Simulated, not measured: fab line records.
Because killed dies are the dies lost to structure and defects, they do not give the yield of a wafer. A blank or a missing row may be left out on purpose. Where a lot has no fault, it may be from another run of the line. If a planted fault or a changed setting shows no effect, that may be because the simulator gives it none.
Which of the tools did it? || flow berkeley cmos170 || 7 lots (21 wafers sampled), 1 step of a 331-step route

## WHAT THE GAUGES SHOWED, per wafer
UCB170_PWELL_TW_MEAS_17.
{"lot": "L868", "measured": "day 3 23:06", "on": "film metro-03", "PWELL_TW": "383 382 381"}
{"lot": "L870", "measured": "day 4 10:17", "on": "film metro-03", "PWELL_TW": "385 384 384"}
{"lot": "L872", "measured": "day 4 14:43", "on": "film metro-01", "PWELL_TW": "380 382 378"}
{"lot": "L877", "measured": "day 5 15:11", "on": "film metro-03", "PWELL_TW": "382 380 382"}
{"lot": "L881", "measured": "day 6 10:12", "on": "film metro-03", "PWELL_TW": "383 382 384"}
{"lot": "L883", "measured": "day 6 19:51", "on": "film metro-01", "PWELL_TW": "379 379 383"}
{"lot": "L887", "measured": "day 8 04:01", "on": "film metro-03", "PWELL_TW": "382 382 380"}

## EACH LOT AND THE TOOL THAT RAN IT (in order: tool; ch and the chambers of the sampled wafers; start)
No process step before these readings appears in the record.

## THE ANSWER, worked out from the rows above alone
Rule: the usual values come from the lots themselves. Put in order of their means at a reading, lots are off if they are a third of the lots or fewer, leave a main group of 4 or more, and stand apart from it by a gap of 3 or more times the standard deviation of the main group's means; of several such gaps the widest counts. Not used: any main group whose means are identical at the precision the tables above print for the reading. A lot without any number at a reading at which 4 lots or more have one is off too. The other lots that the step has rows for count as sound.
No lot is off on any of the readings shown, so nothing can be concluded from this.

## WHAT THE SIMULATOR HAD INSERTED
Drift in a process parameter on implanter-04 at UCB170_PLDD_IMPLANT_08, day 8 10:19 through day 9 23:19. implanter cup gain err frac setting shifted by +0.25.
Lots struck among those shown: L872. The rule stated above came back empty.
